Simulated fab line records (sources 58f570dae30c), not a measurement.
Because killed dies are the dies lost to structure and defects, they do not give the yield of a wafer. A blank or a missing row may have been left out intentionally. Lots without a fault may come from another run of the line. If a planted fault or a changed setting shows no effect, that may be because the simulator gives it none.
fab line records -- flow berkeley-cmos170
record: lots: 7, wafers: 21, last-day: 13
route steps=331 shown PVT@124 GATE@125 FIELD@126
lots untouched by any fault: they come from a run of this same line in which no faults occurred
start-h: start of the lot's first displayed wafer, in hours after the record's first day -- wait-h: hours from the lot's prior step to this one -- " unchanged from the row above -- L1.1+2: a row that stands for several wafers -- - no value, or no start given -- * or withheld: withheld -- < > ~ a bound
route shown NAME@n: NAME is a module with steps in the file, n the number in the route of the first one -- usual: mean/standard deviation of fault-free wafers -- same: alike in all rows -- chamber/n: place in a boat -- sites: the reading at each site -- _std_site: the values' standard deviation -- _edge_site: the outer-site mean with the inner-site mean subtracted -- radius-mm: for every site, how far away it sits from the centre of the wafer -- mask NAME#n: copy n -- behind: tool/chamber where the wafer was last shaped -- hold: the reason the lot was held/the length of the hold in hours/how it ended -- device: the n, p or np transistor that did not switch -- end of line: tests run on the same wafers once the route is complete -- a step without rows: its recipe alone -- killed: dies that structure and defects cost at the first sort, which is not the same as the wafer's yield -- map: a wafer's dies, x killed, . not, _ none there
set.NAME: the setting as run; set.NAME@STEP: as run at that earlier step -- model.NAME: the simulator's own value behind a step, which no gauge read
lots seen at some steps along the route; tables by step, rows by wafer
== steps ==
step: UCB170_PVT_TW_MEAS_09
usual: PVT_TW: 510/3.2
lot.wafer,tool,chamber,start-h,wait-h,PVT_TW
L397.1,film-metro-02,-,141.52,0.1,503
L397.2,film-metro-02,-,141.52,0.1,501
L397.6,film-metro-02,-,141.52,0.1,504
L398.1,film-metro-04,-,149.00,0.1,514
L398.4,film-metro-04,-,149.00,0.1,515
L398.5,film-metro-04,-,149.00,0.1,514
L400.3,film-metro-03,-,169.55,0.1,509
L400.4,film-metro-03,-,169.55,0.1,508
L400.6,film-metro-03,-,169.55,0.1,508
L401.4,film-metro-03,-,170.07,0.1,510
L401.5,film-metro-03,-,170.07,0.1,509
L401.6,film-metro-03,-,170.07,0.1,507
L402.2,film-metro-04,-,170.12,0.1,511
L402.4,film-metro-04,-,170.12,0.1,510
L402.6,film-metro-04,-,170.12,0.1,508
L411.2,film-metro-04,-,231.43,0.1,512
L411.3,film-metro-04,-,231.43,0.1,506
L411.4,film-metro-04,-,231.43,0.1,507
L417.1,film-metro-03,-,253.51,0.1,512
L417.5,film-metro-03,-,253.51,0.1,513
L417.6,film-metro-03,-,253.51,0.1,514
step: UCB170_GATE_WET_ETCH_00
recipe: chemistry: dHF, dilution: 25:1, target: SiO2, temp-c: 25, time-s: 200
step: UCB170_FIELD_THK_MEAS_91
recipe: reads: SiO2_of_FIELD_OXIDATION_01
usual: FIELD_OXIDE_LEFT_2_THK: 349/9.9
lot.wafer,tool,chamber,start-h,wait-h,FIELD_OXIDE_LEFT_2_THK[nm]
L397.1,film-metro-03,-,141.86,0.0,362
L397.2,film-metro-03,-,141.86,0.0,370
L397.6,film-metro-03,-,141.86,0.0,364
L398.1,film-metro-03,-,149.13,0.0,347
L398.4,film-metro-03,-,149.13,0.0,343
L398.5,film-metro-03,-,149.13,0.0,339
L400.3,film-metro-02,-,169.67,0.0,337
L400.4,film-metro-02,-,169.67,0.0,334
L400.6,film-metro-02,-,169.67,0.0,339
L401.4,film-metro-02,-,170.20,0.0,353
L401.5,film-metro-02,-,170.20,0.0,355
L401.6,film-metro-02,-,170.20,0.0,354
L402.2,film-metro-03,-,170.24,0.0,339
L402.4,film-metro-03,-,170.24,0.0,338
L402.6,film-metro-03,-,170.24,0.0,341
L411.2,film-metro-03,-,231.55,0.0,340
L411.3,film-metro-03,-,231.55,0.0,322
L411.4,film-metro-03,-,231.55,0.0,338
L417.1,film-metro-02,-,253.65,0.0,355
L417.5,film-metro-02,-,253.65,0.0,354
L417.6,film-metro-02,-,253.65,0.0,351
step: UCB170_GATE_OXIDATION_01
recipe: temp-c: 850, ambient: O2, target-thk-a: 66, ox-time-s: 1800
step: UCB170_GATE_THK_MEAS_02
recipe: reads: SiO2_of_GATE_OXIDATION_01
usual: GATE_OXIDE_THK: 6.60/0.14
lot.wafer,tool,chamber,start-h,wait-h,GATE_OXIDE_THK[nm]
L397.1,film-metro-01,-,145.83,0.1,6.75
L397.2,film-metro-01,-,145.83,0.1,6.74
L397.6,film-metro-01,-,145.83,0.1,6.75
L398.1,film-metro-04,-,153.95,0.0,6.63
L398.4,film-metro-04,-,153.95,0.0,6.47
L398.5,film-metro-04,-,153.95,0.0,6.37
L400.3,film-metro-04,-,174.63,0.0,6.60
L400.4,film-metro-04,-,174.63,0.0,6.65
L400.6,film-metro-04,-,174.63,0.0,6.62
L401.4,film-metro-03,-,174.64,0.0,6.37
L401.5,film-metro-03,-,174.64,0.0,6.51
L401.6,film-metro-03,-,174.64,0.0,6.53
L402.2,film-metro-04,-,174.68,0.1,6.79
L402.4,film-metro-04,-,174.68,0.1,6.83
L402.6,film-metro-04,-,174.68,0.1,6.71
L411.2,film-metro-03,-,238.90,0.0,6.61
L411.3,film-metro-03,-,238.90,0.0,6.56
L411.4,film-metro-03,-,238.90,0.0,6.58
L417.1,film-metro-01,-,258.49,0.0,6.70
L417.5,film-metro-01,-,258.49,0.0,6.60
L417.6,film-metro-01,-,258.49,0.0,6.68
step: UCB170_GATE_ANNEAL_03
recipe: temp-c: 900, time-s: 1874, ambient: N2
step: UCB170_GATE_CVD_04
recipe: material: poly-Si, temp-c: 610, precursor: SiH4, time-s: 1440, pressure-mtorr: 375, target-thk-nm: 214, sih4-flow-sccm: 120
step: UCB170_GATE_THK_MEAS_05
recipe: reads: poly-Si_of_GATE_CVD_04
usual: GATE_POLY_THK: 213.4/1.6
lot.wafer,tool,chamber,start-h,wait-h,GATE_POLY_THK[nm]
L397.1,film-metro-01,-,153.83,0.0,212.4
L397.2,film-metro-01,-,153.83,0.0,211.9
L397.6,film-metro-01,-,153.83,0.0,211.3
L398.1,film-metro-03,-,161.89,0.0,213.1
L398.4,film-metro-03,-,161.89,0.0,212.8
L398.5,film-metro-03,-,161.89,0.0,213.0
L402.2,film-metro-01,-,181.12,0.0,213.0
L402.4,film-metro-01,-,181.12,0.0,211.9
L402.6,film-metro-01,-,181.12,0.0,214.1
L400.3,film-metro-04,-,181.13,0.0,211.6
L400.4,film-metro-04,-,181.13,0.0,213.1
L400.6,film-metro-04,-,181.13,0.0,213.0
L401.4,film-metro-03,-,181.14,0.0,214.6
L401.5,film-metro-03,-,181.14,0.0,211.7
L401.6,film-metro-03,-,181.14,0.0,212.5
L411.2,film-metro-04,-,246.55,0.0,211.9
L411.3,film-metro-04,-,246.55,0.0,213.3
L411.4,film-metro-04,-,246.55,0.0,212.2
L417.1,film-metro-03,-,267.56,0.0,213.5
L417.5,film-metro-03,-,267.56,0.0,212.9
L417.6,film-metro-03,-,267.56,0.0,214.7
step: UCB170_GATE_COAT_06
recipe: resist: BARC, temp-c: withheld, time-s: withheld, spin-rpm: 3000, resist-thk-nm: withheld
step: UCB170_GATE_COAT_07
recipe: resist: KrF, spin-rpm: 1500, resist-thk-nm: 900
step: UCB170_GATE_SOFTBAKE_08
recipe: resist: KrF, temp-c: 130, time-s: 60
step: UCB170_GATE_EXPOSE_09
recipe: mask-id: POLY, target-cd-nm: 350, na: 0.5, sigma-outer: 0.6, source-shape: conventional, dose-mj: 21
step: UCB170_GATE_PEB_10
recipe: peb-temp-c: 130, peb-time-s: withheld, resist: KrF
usual: chill-plate-temp-C: 23.02/0.12, exhaust-pa: 44.9/0.88, plate-temp-C: 130.00/0.13
lot.wafer,tool,chamber,start-h,wait-h,chill-plate-temp-C,exhaust-pa,plate-temp-C
L397.1,litho-track-01,0,155.59,0.7,22.97,44.4,129.92
L397.2,litho-track-01,0,155.59,0.7,23.08,43.8,130.07
L397.6,litho-track-01,0,155.59,0.7,22.93,44.1,130.17
L398.1,litho-track-04,0,162.98,0.3,22.91,45.1,130.08
L398.4,litho-track-04,0,162.98,0.3,22.94,45.0,130.23
L398.5,litho-track-04,0,162.98,0.3,23.06,45.1,130.14
L402.2,litho-track-04,-,182.87,0.9,-,-,-
L402.4,litho-track-04,-,182.87,0.9,-,-,-
L402.6,litho-track-04,-,182.87,0.9,-,-,-
L400.3,litho-track-04,-,183.17,0.9,-,-,-
L400.4,litho-track-04,-,183.17,0.9,-,-,-
L400.6,litho-track-04,-,183.17,0.9,-,-,-
L401.4,litho-track-01,-,183.39,0.8,-,-,-
L401.5,litho-track-01,-,183.39,0.8,-,-,-
L401.6,litho-track-01,-,183.39,0.8,-,-,-
L411.2,litho-track-04,0,247.32,0.1,23.08,44.2,129.94
L411.3,litho-track-04,0,247.32,0.1,23.00,45.5,130.09
L411.4,litho-track-04,0,247.32,0.1,22.90,46.1,130.09
L417.1,litho-track-01,0,268.30,0.1,23.20,44.0,129.92
L417.5,litho-track-01,0,268.30,0.1,23.12,44.1,130.22
L417.6,litho-track-01,0,268.30,0.1,22.90,44.8,130.02
step: UCB170_GATE_DEVELOP_11
recipe: developer: TMAH, develop-time-s: 45, resist: KrF, dev-temp-c: 21
== key ==
first-sign: step: UCB170_GATE_PEB_10, reading: tool-record, direction: missing
effect none on later readings
met-at UCB170_GATE_PEB_10
struck-wafers L400.3,L400.4,L400.6,L401.4,L401.5,L401.6,L402.2,L402.4,L402.6
later-rows-left-out L400.3,L400.4,L400.6,L401.4,L401.5,L401.6,L402.2,L402.4,L402.6
sort-left-out L400.3,L400.4,L400.6,L401.4,L401.5,L401.6,L402.2,L402.4,L402.6
tester-left-out L400,L401,L402
onset-between 162.98 182.87
fault: kind: skipped-step-whole, tool: litho-track-01,litho-track-04, chamber: -, onset-h: 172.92, steps: UCB170_GATE_PEB_10, scope: struck-lots-only
tester-left-out: of these lots the tester's yield and bins aren't shown, on N5 and GAA mostly nor the transistor test; their killed dies are dies lost to structure and defects alone, not to doping, threshold or leakage, so they don't give the yield
sort-left-out: the simulated sort isn't trusted on such a fault, so these wafers' sort isn't shown, and their yield isn't known
later-rows-left-out: the simulator's readings of these wafers behind a module that went badly wrong aren't trusted and aren't shown, but for the sort
